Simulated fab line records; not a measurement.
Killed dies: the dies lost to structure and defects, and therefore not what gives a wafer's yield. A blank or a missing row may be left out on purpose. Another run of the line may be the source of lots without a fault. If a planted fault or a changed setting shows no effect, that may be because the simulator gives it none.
Chamber matching + flow berkeley cmos170 + UCB170_V1_CVD_00 on pecvd-01 has 3 sister chambers
The step deposits SiO2 from TEOS/O2, target thk 2000 nm, time 238.6 s. 6 wafers are shown with their chamber, then 7 later ones without.

WAFERS WITH THEIR CHAMBER
| wafer  | chamber | heater power w (W) | susceptor temp C (C) |
|--------|---------|--------------------|----------------------|
| L783.4 | 1       | 207                | 389.68               |
| L787.2 | 0       | 283                | 389.90               |
| L787.3 | 1       | 230                | 389.84               |
| L787.6 | 2       | 241                | 389.98               |
| L789.2 | 2       | 319                | 390.35               |
| L789.3 | 0       | 304                | 390.15               |

WAFERS WITH NO CHAMBER GIVEN
| wafer  | heater power w (W) | susceptor temp C (C) |
|--------|--------------------|----------------------|
| L789.6 | 239                | 390.22               |
| L791.2 | 232                | 389.93               |
| L791.3 | 312                | 390.22               |
| L791.6 | 239                | 389.85               |
| L792.2 | 222                | 390.10               |
| L792.4 | 205                | 389.96               |
| L792.6 | 332                | 389.91               |

CHAMBER TAKEN BY EACH
| wafer  | from the rows above          | in truth |
|--------|------------------------------|----------|
| L789.6 | can't be placed: 2 or 0 or 1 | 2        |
| L791.2 | can't be placed: 1 or 2 or 0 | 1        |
| L791.3 | can't be placed: 2 or 0      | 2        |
| L791.6 | can't be placed: 1 or 0 or 2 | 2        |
| L792.2 | can't be placed: 2 or 1 or 0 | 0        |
| L792.4 | can't be placed: 1 or 2 or 0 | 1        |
| L792.6 | can't be placed: 0 or 2      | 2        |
Correctly placed: 0 of 7. Not placeable from these rows: 7 (in 7, the candidates include the true chamber). Wrongly placed: 0.
How it was worked out, from the rows above alone: a wafer's distance from a chamber is the root of the sum, over the readings, of the square of ((its reading less the chamber's mean) divided by the reading's scatter). The wafer belongs to the nearest chamber; if the next one is less than 2 further off, it can't be placed. Each chamber's mean is taken over the wafers shown for it. How the scatter is found: for the shown wafers, subtract from each reading the mean of its chamber, square and add these, divide the total by (wafers less chambers), then take the root.
